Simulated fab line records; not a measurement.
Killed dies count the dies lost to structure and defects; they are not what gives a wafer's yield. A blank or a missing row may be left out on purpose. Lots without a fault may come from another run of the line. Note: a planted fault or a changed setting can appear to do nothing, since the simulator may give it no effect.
Struck lot and sound lot, side by side :: flow berkeley-cmos170 :: 42 steps out of a route of 331
Sound: the wafers L358.3, L358.4, L358.5. The struck wafers were L362.4, L362.5, L362.6. Last of all comes the cause.
Per side, at each step with rows, come the tool, then ch with its chambers, and then its first start. Under that, the readings that differ: sound wafers :: struck wafers :: difference of the means :: sigmas: that difference in standard deviations of wafers without a fault.
alike: readings whose means differ by less than 2 such deviations, and words and numbers that are the same on both sides. not compared: withheld readings, readings that some wafer has no value for, bounds like >300 that may hide the same value, and numbers for which the record gives no deviation and whose values overlap.
A row with sigmas, a row that says differs or no value, or rows on one side alone: a step with any of these is where the two part. Numbers that don't overlap but have no deviation are shown without sigmas and don't part them. A reading missing from all wafers of one side parts the sides only when that side holds two or more wafers.

first, 1 step without rows for these wafers: UCB170_SDANNEAL_RTA_01 (time 5 s).
UCB170_SDANNEAL_RS_MEAS_02: uses a four-point probe to measure.
  sound: film-metro-01 at day 8 13:52; struck: film-metro-01 at day 8 23:55
  alike: PSD_RS
UCB170_SDANNEAL_RS_MEAS_03: uses a four-point probe to measure.
  sound: film-metro-01 at day 8 13:59; struck: film-metro-01 at day 9 00:02
  alike: NSD_RS
UCB170_SDANNEAL_RS_MEAS_04: uses a four-point probe to measure.
  sound: film-metro-01 at day 8 14:06; struck: film-metro-01 at day 9 00:09
  alike: PLDD_RS
UCB170_SDANNEAL_RS_MEAS_05: uses a four-point probe to measure.
  sound: film-metro-01 at day 8 14:13; struck: film-metro-01 at day 9 00:16
  alike: NLDD_RS
then, 1 step without rows for these wafers: UCB170_SILICIDE_PRE_CLEAN_00 (preclean etch time 60 s).
UCB170_SILICIDE_SPUTTER_01: material Ti, target thk 30 nm, time 25 s.
  sound: pvd-sputter-02 at day 8 14:22; struck: pvd-sputter-02 at day 9 00:24
  alike: throttle-valve-pct
UCB170_SILICIDE_RS_MEAS_02: uses a four-point probe to measure.
  sound: film-metro-01 at day 8 14:26; struck: film-metro-01 at day 9 00:29
  alike: SILICIDE_TI_RS
UCB170_SILICIDE_THK_MEAS_03: measures by xrf.
  sound: film-metro-01 at day 8 14:32; struck: film-metro-01 at day 9 00:35
  alike: SILICIDE_TI_THK
then, 3 steps without rows for these wafers: UCB170_SILICIDE_RTA_04 (time 15 s); UCB170_SILICIDE_WET_ETCH_05 (etches Ti in SPM, time 45 s); UCB170_CONTACT_CLEAN_00 (cleans in SPM, time 600 s).
UCB170_CONTACT_CVD_01: deposits PSG from SiH4/O2/PH3, target thk 700 nm, time 2820 s.
  sound on lpcvd-01 ch 0, day 8 16:23; struck on lpcvd-02 ch 0, day 9 00:53
reading: model.PSG_of_CONTACT_CVD_01.thk-nm (nm)
sound: 706.8 717.5 709.5
struck: 815.7 813.3 814.9
difference: +103.4
sigmas: 
  alike: spike-tc-centre-C
UCB170_CONTACT_THK_MEAS_02:
  sound: film-metro-04 at day 8 18:13; struck: film-metro-02 at day 9 02:55
reading: CONTACT_PSG_THK (nm)
sound: 706 717 709
struck: 816 813 815
difference: +104
sigmas: +17
  not compared: hold
then, 2 steps without rows for these wafers: UCB170_CONTACT_COAT_04 (resist thk 900 nm); UCB170_CONTACT_SOFTBAKE_05 (time 60 s).
UCB170_CONTACT_STRIP_06: strips in O2.
  sound on plasma-asher-02 ch 0,1, day 8 18:44; struck on plasma-asher-02 ch 0,1, day 9 05:27
  alike: drypump-motor-current-A, oes-product-au, strip-time-to-endpoint-s
  not compared: rf-hours-counter-h
then, 1 step without rows for these wafers: UCB170_CONTACT_CLEAN_07 (cleans in SPM, time 600 s).
UCB170_CONTACT_RTA_08: time 10 s.
  sound on rtp-anneal-01 ch 0, day 8 19:03; struck on rtp-anneal-01 ch 0, day 9 05:53
  alike: lamp-power-pct, wafer_temp_C_max
then, 6 steps without rows for these wafers: UCB170_CONTACT_COAT_09; UCB170_CONTACT_COAT_10 (resist thk 900 nm); UCB170_CONTACT_SOFTBAKE_11 (time 60 s); UCB170_CONTACT_EXPOSE_12 (exposes mask CONT, target cd 700 nm); UCB170_CONTACT_PEB_13; UCB170_CONTACT_DEVELOP_14 (develop time 45 s).
UCB170_CONTACT_CD_MEAS_15: the cd target is 700 nm.
  sound: cd-sem-01 at day 8 19:59; struck: cd-sem-01 at day 9 07:43
  alike: cd-nm
UCB170_CONTACT_OVL_MEAS_16:
  sound: overlay-02 at day 8 20:04; struck: overlay-02 at day 9 07:47
  alike: CONTACT_OVL
UCB170_CONTACT_ETCH_17: etches BARC in N2/H2.
  sound on rie-diel-01 ch 0,2, day 8 20:05; struck on rie-diel-04 ch 0,1,2, day 9 07:48
  alike: drypump-motor-current-A, oes-product-au, throttle-valve-pct
UCB170_CONTACT_ETCH_18: etches PSG in CHF3/CF4/Ar, stops on TiSi2, target depth 840 nm, time 195 s.
  sound on rie-diel-01 ch 0,2; struck on rie-diel-04 ch 0,1,2
reading: oes-product-au (a.u.)
sound: 0.894 0.905 0.900
struck: 0.980 0.975 0.961
difference: +0.072
sigmas: +8

reading: model.etch.depth-nm (nm)
sound: 706.8 717.5 709.5
struck: 815.7 813.3 814.9
difference: +103.4
sigmas: 

reading: model.CONTACT.feature-depth-nm (nm)
sound: 706.8 717.5 709.5
struck: 815.7 813.3 814.9
difference: +103.4
sigmas: 
  alike: drypump-motor-current-A, throttle-valve-pct
  not compared: rf-hours-counter-h
then, 1 step without rows for these wafers: UCB170_CONTACT_STRIP_19 (strips in O2).
UCB170_CONTACT_CD_MEAS_90: the cd target is 700 nm.
  sound: cd-sem-02 at day 8 20:24; struck: cd-sem-02 at day 9 08:14
  alike: cd-nm
then, 1 step without rows for these wafers: UCB170_CONTACT_CLEAN_20 (cleans in SPM, time 600 s).
UCB170_M1_SPUTTER_00: material Al, target thk 600 nm, time 80 s.
  sound: pvd-sputter-01 at day 8 20:40; struck: pvd-sputter-01 at day 9 08:28
  alike: throttle-valve-pct
UCB170_M1_RS_MEAS_01: uses a four-point probe to measure.
  sound: film-metro-01 at day 8 20:46; struck: film-metro-02 at day 9 08:38
  alike: M1_AL_RS
UCB170_M1_THK_MEAS_02: measures by xrf.
  sound: film-metro-01 at day 8 20:52; struck: film-metro-02 at day 9 08:43
  alike: M1_AL_THK
then, 6 steps without rows for these wafers: UCB170_M1_COAT_03; UCB170_M1_COAT_04 (resist thk 900 nm); UCB170_M1_SOFTBAKE_05 (time 60 s); UCB170_M1_EXPOSE_06 (exposes mask METAL1, target cd 700 nm); UCB170_M1_PEB_07; UCB170_M1_DEVELOP_08 (develop time 45 s).
UCB170_M1_METAL_ETCH_12: etches Al in Cl2/BCl3, stops on PSG, target depth 780 nm, time 130 s.
  sound on rie-metal-02 ch 0,1, day 8 22:02; struck on rie-metal-03 ch 0, day 9 10:32
reading: drypump-motor-current-A (A)
sound: 6.4 5.7 5.7
struck: 4.7 4.7 4.7
difference: -1.2
sigmas: -2

reading: model.PSG_of_CONTACT_CVD_01.thk-nm (nm)
sound: 668.4 679.8 671.6
struck: 778.9 776.6 777.9
difference: +104.5
sigmas: 
  alike: oes-product-au, throttle-valve-pct
  not compared: rf-hours-counter-h

WHERE THEY PART
Last at UCB170_M1_METAL_ETCH_12 as far as this record goes, first at UCB170_CONTACT_THK_MEAS_02.

WHY: the cause the simulator had injected
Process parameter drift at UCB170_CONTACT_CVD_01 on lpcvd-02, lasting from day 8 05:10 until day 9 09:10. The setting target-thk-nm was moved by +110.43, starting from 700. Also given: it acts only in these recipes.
